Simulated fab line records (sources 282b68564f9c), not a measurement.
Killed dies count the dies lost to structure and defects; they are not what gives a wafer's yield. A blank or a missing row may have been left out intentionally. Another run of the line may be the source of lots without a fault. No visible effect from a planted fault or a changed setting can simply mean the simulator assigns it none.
A lot that was struck, set against a sound lot | flow rit_cmos | 45 steps out of a route of 202
Sound: these wafers, L631.2, L631.3, L631.5. The struck wafers were L640.2, L640.3, L640.4. The cause is named last.
For every step that has rows: the tool of each side, followed by ch and its chambers, followed by its first start. Under that, the readings that differ: sound wafers | struck wafers | difference of the means | sigmas: that difference in standard deviations of wafers without a fault.
alike: a reading whose means differ by less than 2 such deviations, as well as words and numbers matching on both sides. not compared: withheld readings; readings where some wafer has no value; bounds like >300 that might hide an equal value; numbers whose values overlap and for which the record gives no deviation.
Wherever a step has rows on one side only, a row that says differs or no value, or a row with sigmas, the two part there. Numbers that don't overlap but have no deviation are shown without sigmas and don't part them. Lack of a reading on every wafer of one side parts them only where that side has two or more wafers.

first, 1 step without rows for these wafers: RIT_ACTIVE_DEVELOP_10 (develop time 50 s).
RIT_ACTIVE_CD_MEAS_11: target cd 1400 nm.
  struck on cd_sem-01, day 4 17:35; sound on cd_sem-02, day 2 20:28
  alike: cd_nm
then, 1 step without rows for these wafers: RIT_ACTIVE_HARDBAKE_12 (time 60 s).
RIT_ACTIVE_ETCH_13: etches Si3N4 in SF6, stops on SiO2, time 210 s, target depth 210 nm.
  sound on rie_diel-03 ch 0,1, day 2 20:43; struck on rie_diel-03 ch 0,1,2, day 4 17:50
  alike: chamber_pressure_mTorr, drypump_motor_current_A, oes_product_au, throttle_valve_pct
  not compared: rf_hours_counter_h
RIT_ACTIVE_STRIP_14: strips in O2, time 180 s.
  sound on plasma_asher-03 ch 0,1, day 2 20:50; struck on plasma_asher-01 ch 0,1, day 4 17:58
  alike: chamber_pressure_mTorr, drypump_motor_current_A, o2_flow_sccm
  not compared: rf_hours_counter_h
RIT_ACTIVE_CD_MEAS_90: target cd 1400 nm.
  struck on cd_sem-02, day 4 18:10; sound on cd_sem-02, day 2 21:02
  alike: cd_nm
then, 4 steps without rows for these wafers: RIT_ACTIVE_CLEAN_15 (cleans in SC1, time 600 s); RIT_ACTIVE_CLEAN_16 (cleans in dHF, time 29.33 s); RIT_ACTIVE_CLEAN_17 (cleans in SC2, time 600 s); RIT_FOX1_OXIDATION_00 (target thk 350.7 nm, ox time 1130 s).
RIT_FOX1_THK_MEAS_01:
  struck on film_metro-03, day 4 21:23; sound on film_metro-02, day 2 23:30
  alike: FOX1_OXIDE_THK
then, 1 step without rows for these wafers: RIT_FOX1_WET_ETCH_02 (etches SiO2 in BOE, target depth 350 nm, time 390 s).
RIT_FOX2_OXIDATION_00: target thk 350.7 nm, ox time 1130 s.
  sound on furnace-04 ch 0, day 3 00:11; struck on furnace-02 ch 0, day 4 21:33
  reading                                     | sound             | struck               | difference | sigmas
  ox_time_s (s)                               | 1130 1130 1130    | 1028.3 1028.3 1028.3 | -101.7     |
  model.SiO2_of_FOX2_OXIDATION_00.thk_nm (nm) | 357.5 350.2 353.3 | 324.8 325.8 320.3    | -30.0      |
  alike: zone_power_source_pct
RIT_FOX2_THK_MEAS_01:
  struck on film_metro-03, day 4 22:53; sound on film_metro-02, day 3 01:31
  reading             | sound       | struck      | difference | sigmas
  FOX2_OXIDE_THK (nm) | 358 350 353 | 325 326 320 | -30        | -5
then, 2 steps without rows for these wafers: RIT_FOX2_CLEAN_02 (cleans in dHF, time 180 s); RIT_FOX2_WET_ETCH_03 (etches Si3N4 in H3PO4, target depth 195 nm, time 2700 s).
RIT_FOX2_THK_MEAS_90:
  struck on film_metro-02, day 4 23:49; sound on film_metro-02, day 3 02:28
  reading                     | sound       | struck      | difference | sigmas
  FIELD_OXIDE_LEFT_1_THK (nm) | 330 323 326 | 297 298 293 | -30        | -5
then, 6 steps without rows for these wafers: RIT_NWELL_HMDS_00 (prime time 60 s); RIT_NWELL_COAT_01 (resist thk 1300 nm); RIT_NWELL_SOFTBAKE_02 (time 60 s); RIT_NWELL_EXPOSE_03 (exposes mask M2, target cd 43900 nm); RIT_NWELL_PEB_04; RIT_NWELL_DEVELOP_05 (develop time 68 s).
RIT_NWELL_OVL_MEAS_06:
  struck on overlay-02, day 5 00:58; sound on overlay-01, day 3 03:23
  alike: NWELL_OVL
then, 2 steps without rows for these wafers: RIT_NWELL_HARDBAKE_07 (time 120 s); RIT_NWELL_IMPLANT_08.
RIT_NWELL_STRIP_09: strips in O2, time 180 s.
  sound on plasma_asher-01 ch 0,1, day 3 03:49; struck on plasma_asher-04 ch 0,1, day 5 01:24
  alike: chamber_pressure_mTorr, drypump_motor_current_A, o2_flow_sccm
  not compared: rf_hours_counter_h
RIT_NWELL_TW_MEAS_10:
  struck on film_metro-04, day 5 01:35; sound on film_metro-02, day 3 04:01
  alike: NWELL_TW
then, 6 steps without rows for these wafers: RIT_PWELL_HMDS_00 (prime time 60 s); RIT_PWELL_COAT_01 (resist thk 1300 nm); RIT_PWELL_SOFTBAKE_02 (time 60 s); RIT_PWELL_EXPOSE_03 (exposes mask M3, target cd 43700 nm); RIT_PWELL_PEB_04; RIT_PWELL_DEVELOP_05 (develop time 68 s).
RIT_PWELL_OVL_MEAS_06:
  struck on overlay-01, day 5 02:39; sound on overlay-01, day 3 04:57
  alike: PWELL_OVL
then, 2 steps without rows for these wafers: RIT_PWELL_HARDBAKE_07 (time 120 s); RIT_PWELL_IMPLANT_08.
RIT_PWELL_STRIP_09: strips in O2, time 180 s.
  sound on plasma_asher-02 ch 0,1, day 3 05:23; struck on plasma_asher-02 ch 0,1, day 5 03:05
  alike: chamber_pressure_mTorr, drypump_motor_current_A, o2_flow_sccm
  not compared: rf_hours_counter_h
RIT_PWELL_TW_MEAS_10:
  struck on film_metro-01, day 5 03:16; sound on film_metro-01, day 3 05:34
  alike: PWELL_TW
then, 1 step without rows for these wafers: RIT_WELLDRIVE_ANNEAL_00 (time 14700 s).
RIT_WELLDRIVE_RS_MEAS_01: a four-point-probe measurement.
  struck on film_metro-01, day 5 09:01; sound on film_metro-02, day 3 10:43
  alike: NWELL_RS
RIT_WELLDRIVE_RS_MEAS_02: a four-point-probe measurement.
  struck on film_metro-01, day 5 09:08; sound on film_metro-02, day 3 10:50
  alike: PWELL_RS
RIT_FOX2_THK_MEAS_91:
  struck on film_metro-02, day 5 12:52; sound on film_metro-03, day 3 15:00
  reading                     | sound       | struck      | difference | sigmas
  FIELD_OXIDE_LEFT_2_THK (nm) | 263 256 259 | 229 230 224 | -32        | -5
RIT_SILICIDE_WET_ETCH_00: etches SiO2 in BOE, target depth 14 nm, time 15 s.
  sound on wet_bench-03 ch 0, day 4 07:52; struck on wet_bench-03 ch 2, day 6 09:57
  reading                                     | sound             | struck            | difference | sigmas
  model.SiO2_of_FOX2_OXIDATION_00.thk_nm (nm) | 159.8 150.7 153.3 | 123.2 125.5 120.2 | -31.6      |
RIT_M1_PROBE_99:
  struck on prober-02, day 6 16:46; sound on prober-01, day 4 14:41
  reading                                          | sound                   | struck                  | difference | sigmas
  killed_at_contacts                               | 0 0 0                   | 1 0 1                   | +1         | +2
  model.etest.field_n.vt_v (V)                     | 35.62 34.73 35.12       | 30.95 31.12 30.38       | -4.34      |
  model.etest.field_p_metal.vt_v (V)               | -28.69 -28.88 -28.39    | -31.07 -31.59 -32.33    | -3.01      |
  model.etest.poly_comb_over_steps.leak_log10_a_um | -12.7 -12.7 -12.86      | -11.75 -11.26 -12.53    | +0.91      |
  model.etest.iso_nwell_nwell.bv_v (V)             | 22.43 22.59 22.25       | 21.75 21.73 21.85       | -0.65      |
  model.etest.pmos_narrow.vt_less_v (V)            | 0.02158 0.02065 0.02234 | 0.01323 0.01578 0.01715 | -0.00614   |
  alike: killed_at_front_end, killed_dies, killed_open, killed_short

== WHERE THEY PART ==
Earliest at RIT_FOX2_THK_MEAS_01; latest, in this record, at RIT_M1_PROBE_99.

WHY: what the simulator had put in
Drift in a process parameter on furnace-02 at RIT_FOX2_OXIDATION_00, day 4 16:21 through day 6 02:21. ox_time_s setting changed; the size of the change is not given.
